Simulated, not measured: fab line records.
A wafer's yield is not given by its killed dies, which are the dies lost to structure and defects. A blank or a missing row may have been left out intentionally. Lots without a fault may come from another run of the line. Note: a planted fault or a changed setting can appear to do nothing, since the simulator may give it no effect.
Which of the tools did it? || flow berkeley_cmos170 || 24 lots, 72 wafers sampled, at 2 steps of a route of 331

WHAT THE GAUGES READ, wafer by wafer
UCB170_START_THK_MEAS_03.
{"lot": "L074", "measured": "day 1 19:06", "on": "film_metro-03", "START_OXIDE_THK (nm)": "19.9 19.6 19.9"}
{"lot": "L075", "measured": "day 1 19:07", "on": "film_metro-01", "START_OXIDE_THK (nm)": "19.6 19.4 19.3"}
{"lot": "L076", "measured": "day 2 06:29", "on": "film_metro-03", "START_OXIDE_THK (nm)": "19.3 19.5 19.4"}
{"lot": "L077", "measured": "day 2 06:29", "on": "film_metro-02", "START_OXIDE_THK (nm)": "20.3 20.2 20.1"}
{"lot": "L079", "measured": "day 2 19:35", "on": "film_metro-03", "START_OXIDE_THK (nm)": "19.9 20.4 20.2"}
{"lot": "L080", "measured": "day 2 19:35", "on": "film_metro-01", "START_OXIDE_THK (nm)": "20.5 20.6 20.4"}
{"lot": "L078", "measured": "day 2 19:36", "on": "film_metro-02", "START_OXIDE_THK (nm)": "19.6 20.2 20.1"}
{"lot": "L081", "measured": "day 3 04:35", "on": "film_metro-02", "START_OXIDE_THK (nm)": "20.4 20.7 20.9"}
{"lot": "L082", "measured": "day 3 09:00", "on": "film_metro-03", "START_OXIDE_THK (nm)": "20.1 20.1 19.8"}
{"lot": "L083", "measured": "day 3 09:01", "on": "film_metro-01", "START_OXIDE_THK (nm)": "19.9 20.0 20.0"}
{"lot": "L084", "measured": "day 3 17:46", "on": "film_metro-01", "START_OXIDE_THK (nm)": "19.3 19.7 19.6"}
{"lot": "L085", "measured": "day 3 22:44", "on": "film_metro-01", "START_OXIDE_THK (nm)": "20.3 20.1 19.9"}
{"lot": "L086", "measured": "day 4 03:46", "on": "film_metro-02", "START_OXIDE_THK (nm)": "19.4 19.8 19.4"}
{"lot": "L087", "measured": "day 4 07:36", "on": "film_metro-02", "START_OXIDE_THK (nm)": "20.0 19.6 19.8"}
{"lot": "L089", "measured": "day 4 16:05", "on": "film_metro-03", "START_OXIDE_THK (nm)": "19.1 19.0 19.0"}
{"lot": "L088", "measured": "day 4 16:06", "on": "film_metro-01", "START_OXIDE_THK (nm)": "19.5 19.8 19.7"}
{"lot": "L090", "measured": "day 4 22:29", "on": "film_metro-03", "START_OXIDE_THK (nm)": "19.9 19.7 20.0"}
{"lot": "L091", "measured": "day 5 05:54", "on": "film_metro-03", "START_OXIDE_THK (nm)": "19.8 20.2 20.1"}
{"lot": "L092", "measured": "day 5 05:54", "on": "film_metro-01", "START_OXIDE_THK (nm)": "19.9 20.0 20.0"}
{"lot": "L093", "measured": "day 5 14:56", "on": "film_metro-03", "START_OXIDE_THK (nm)": "21.1 20.7 21.0"}
{"lot": "L094", "measured": "day 5 20:57", "on": "film_metro-01", "START_OXIDE_THK (nm)": "20.1 20.1 20.1"}
{"lot": "L095", "measured": "day 5 20:58", "on": "film_metro-03", "START_OXIDE_THK (nm)": "19.7 19.8 19.6"}
{"lot": "L097", "measured": "day 6 07:38", "on": "film_metro-03", "START_OXIDE_THK (nm)": "19.7 20.2 19.9"}
{"lot": "L096", "measured": "day 6 07:40", "on": "film_metro-01", "START_OXIDE_THK (nm)": "19.5 19.7 19.8"}

UCB170_PWELL_OVL_MEAS_13.
{"lot": "L074", "measured": "day 3 19:50", "on": "overlay-02", "PWELL_OVL (nm)": "-3 0 -1"}
{"lot": "L075", "measured": "day 3 19:38", "on": "overlay-01", "PWELL_OVL (nm)": "4 1 -2"}
{"lot": "L076", "measured": "day 4 07:28", "on": "overlay-02", "PWELL_OVL (nm)": "4 -10 0"}
{"lot": "L077", "measured": "day 4 07:32", "on": "overlay-01", "PWELL_OVL (nm)": "-3 1 -3"}
{"lot": "L079", "measured": "day 4 14:01", "on": "overlay-01", "PWELL_OVL (nm)": "-3 -1 -12"}
{"lot": "L080", "measured": "day 4 13:18", "on": "overlay-01", "PWELL_OVL (nm)": "-9 -15 -13"}
{"lot": "L078", "measured": "day 4 13:38", "on": "overlay-02", "PWELL_OVL (nm)": "4 3 0"}
{"lot": "L081", "measured": "day 4 23:32", "on": "overlay-01", "PWELL_OVL (nm)": "-5 -4 -3"}
{"lot": "L082", "measured": "day 4 23:22", "on": "overlay-02", "PWELL_OVL (nm)": "-2 -2 -5"}
{"lot": "L083", "measured": "day 4 23:06", "on": "overlay-01", "PWELL_OVL (nm)": "-7 -4 -3"}
{"lot": "L084", "measured": "day 5 14:40", "on": "overlay-02", "PWELL_OVL (nm)": "-8 -6 -5"}
{"lot": "L085", "measured": "day 5 14:57", "on": "overlay-02", "PWELL_OVL (nm)": "-4 0 3"}
{"lot": "L086", "measured": "day 6 00:09", "on": "overlay-02", "PWELL_OVL (nm)": "-6 -7 -10"}
{"lot": "L087", "measured": "day 6 00:26", "on": "overlay-02", "PWELL_OVL (nm)": "2 2 -2"}
{"lot": "L089", "measured": "day 6 12:31", "on": "overlay-01", "PWELL_OVL (nm)": "-1 -7 -6"}
{"lot": "L088", "measured": "day 6 12:14", "on": "overlay-01", "PWELL_OVL (nm)": "0 -10 0"}
{"lot": "L090", "measured": "day 6 16:47", "on": "overlay-01", "PWELL_OVL (nm)": "-1 0 -4"}
{"lot": "L091", "measured": "day 7 00:17", "on": "overlay-02", "PWELL_OVL (nm)": "-5 5 -5"}
{"lot": "L092", "measured": "day 7 00:50", "on": "overlay-01", "PWELL_OVL (nm)": "-14 -11 -11"}
{"lot": "L093", "measured": "day 7 14:49", "on": "overlay-01", "PWELL_OVL (nm)": "1 2 0"}
{"lot": "L094", "measured": "day 7 14:58", "on": "overlay-01", "PWELL_OVL (nm)": "-3 0 0"}
{"lot": "L095", "measured": "day 7 15:06", "on": "overlay-01", "PWELL_OVL (nm)": "-1 4 5"}
{"lot": "L097", "measured": "day 7 22:40", "on": "overlay-01", "PWELL_OVL (nm)": "10 6 7"}
{"lot": "L096", "measured": "day 7 22:39", "on": "overlay-02", "PWELL_OVL (nm)": "0 -2 2"}

EACH LOT AND THE TOOL THAT RAN IT (in order: tool; ch and the chambers of the sampled wafers; start)
No process step before these readings appears in the record.

AS READ BY THE TOOLS THEMSELVES (means over the sampled wafers that have a number; for cases with no such wafer, the mark the record gives instead)
The record holds no such reading with a usual standard deviation.

THE ANSWER, worked out from the rows above alone
Rule: usual is defined by the lots themselves. The widest of any qualifying gaps counts: lots, ordered by their means at a reading, are off when they make up no more than a third of the lots, leave a main group of 4 or more, and stand apart from it by 3 or more times the standard deviation of that group's means. The tables above print the reading to a certain number of digits; a main group whose means all agree to those digits is not used. Also off: a lot with no number at a reading for which 4 or more lots have one. The other lots that the step has rows for count as sound. The gauges are gone through in route order, then the tools' own readings, and for those a lot's mean is taken as printed above. The first step at which some lot is off is used, and at that step the reading that is off furthest; a lot without a number counts as furthest.
No lot is off on any of the readings shown, so nothing can be concluded from this.

WHAT WAS PUT IN BY THE SIMULATOR
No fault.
